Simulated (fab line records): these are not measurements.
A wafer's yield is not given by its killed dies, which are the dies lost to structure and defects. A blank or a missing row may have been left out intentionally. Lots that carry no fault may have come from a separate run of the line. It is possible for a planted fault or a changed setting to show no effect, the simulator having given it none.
The tool behind it: which one?    flow rit-cmos    42 wafers from 14 lots sampled at 3 of the route's 202 steps

## WHAT THE GAUGES READ, wafer by wafer
RIT_SDANNEAL_RS_MEAS_06: measures by four-point-probe. Usual: PLDD_RS gives 178.6 ohm/sq (standard deviation 0.46).
lot   measured     on             PLDD_RS (ohm/sq)   flag
L792  day 3 09:04  film-metro-01  178.6 179.0 178.7  
L794  day 4 00:03  film-metro-01  178.9 179.4 179.0  
L795  day 4 07:01  film-metro-01  178.5 178.5 178.6  
L796  day 4 09:02  film-metro-04  178.1 178.2 178.9  
L798  day 4 14:01  film-metro-02  180.1 179.9 179.9  
L800  day 5 00:37  film-metro-04  179.9 178.2 179.1  
L801  day 5 07:58  film-metro-02  178.0 178.1 178.2  
L802  day 5 10:25  film-metro-02  178.9 178.4 178.3  
L806  day 6 05:49  film-metro-01  178.3 178.0 178.5  
L807  day 6 10:41  film-metro-04  179.5 179.5 178.6  
L808  day 6 13:45  film-metro-04  178.8 178.6 178.5  
L809  day 6 20:33  film-metro-01  178.2 178.1 178.4  
L812  day 7 12:59  film-metro-01  179.3 178.4 178.3  
L813  day 7 17:34  film-metro-01  178.7 178.7 178.4  

RIT_CONTACT_CD_MEAS_08 targets a cd of 1000 nm. Usual: cd-nm reads 1000.0 nm (standard deviation 2.6).
lot   measured     on         cd-nm (nm)            flag
L792  day 3 11:04  cd-sem-02  1006.0 1004.4 1004.5  
L794  day 4 02:01  cd-sem-01  996.8 997.6 997.1     
L795  day 4 08:59  cd-sem-01  1002.0 998.1 999.2    
L796  day 4 10:58  cd-sem-01  1001.5 1002.5 1000.2  
L798  day 4 15:55  cd-sem-01  994.5 997.1 994.9     
L800  day 5 02:29  cd-sem-01  1000.2 1000.3 1002.3  
L801  day 5 09:56  cd-sem-01  998.6 998.6 997.9     
L802  day 5 12:32  cd-sem-01  999.3 997.7 1000.6    
L806  day 6 07:47  cd-sem-02  1003.6 1003.5 1004.0  
L807  day 6 12:32  cd-sem-02  1001.0 1000.2 999.2   
L808  day 6 15:35  cd-sem-02  998.2 1001.5 998.6    
L809  day 6 22:23  cd-sem-02  996.1 998.6 999.6     
L812  day 7 14:58  cd-sem-02  1002.2 1002.4 1003.2  
L813  day 7 19:24  cd-sem-02  996.6 995.3 996.8     

## WHAT TOOL EACH LOT RAN ON (gives the tool, then ch and the chambers of the sampled wafers, and finally the start)
lot   RIT_PSD_COAT_01
L792  litho-track-03 ch 0, day 3 07:06
L794  litho-track-01 ch 0, day 3 21:47
L795  litho-track-01 ch 0, day 4 04:55
L796  litho-track-04 ch 0, day 4 07:05
L798  litho-track-03 ch 0, day 4 11:58
L800  litho-track-04 ch 0, day 4 22:32
L801  litho-track-04 ch 0, day 5 05:39
L802  litho-track-03 ch 0, day 5 08:20
L806  litho-track-01 ch 0, day 6 03:43
L807  litho-track-03 ch 0, day 6 08:46
L808  litho-track-01 ch 0, day 6 11:40
L809  litho-track-03 ch 0, day 6 18:35
L812  litho-track-03 ch 0, day 7 11:03
L813  litho-track-03 ch 0, day 7 15:37
- RIT_PSD_COAT_01: resist thk 1000 nm.

## AS READ BY THE TOOLS THEMSELVES (means over the sampled wafers that have a number; for cases with no such wafer, the mark the record gives instead)
RIT_PSD_COAT_01. Usual: spin-speed-rpm reads 3250.3 rpm (standard deviation 2.1).
lot   tool            spin-speed-rpm (rpm)  flag
L792  litho-track-03  3251.2                
L794  litho-track-01  3249.0                
L795  litho-track-01  3248.6                
L796  litho-track-04  3249.2                
L798  litho-track-03  3248.7                
L800  litho-track-04  3336.0                OFF
L801  litho-track-04  3334.6                OFF
L802  litho-track-03  3249.1                
L806  litho-track-01  3252.2                
L807  litho-track-03  3251.3                
L808  litho-track-01  3251.4                
L809  litho-track-03  3250.3                
L812  litho-track-03  3251.3                
L813  litho-track-03  3248.3                

## THE ANSWER, worked out from the rows above alone
Rule: lot off if the mean of its wafers having a number is beyond 3 standard deviations from the usual mean. Also off: a lot with no number at a reading for which 4 or more lots have one. Any other lot the step has rows for is counted as sound. The gauges are gone through in route order, then the tools' own readings, and for those a lot's mean is taken as printed above. The first step at which some lot is off is used, and at that step the reading that is off furthest; a lot without a number counts as furthest.
Off, at RIT_PSD_COAT_01 on spin-speed-rpm: L800, L801.
If a tool, at that step or one of the process steps before it, ran each lot that is off and ran no sound lot following the first of them, it fits. One fits: RIT_PSD_COAT_01 on litho-track-04. Its last sound lot is L796 (day 4 07:05), its first lot that is off L800 (day 4 22:32): a fault that began between those two fits.
On the lots that are off, the tool's own readings at RIT_PSD_COAT_01 differ by more than 5 times the standard deviation of the sound lots' means, which bears it out; spin-speed-rpm reads 3335.3 rpm there versus 3250.1 rpm on the sound lots.

## WHAT THE SIMULATOR HAD PUT IN
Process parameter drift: litho-track-04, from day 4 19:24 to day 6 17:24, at RIT_PSD_COAT_01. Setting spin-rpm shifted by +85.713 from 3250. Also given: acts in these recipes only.
Struck lots among those shown: L800, L801. This agrees with what the rule above found.
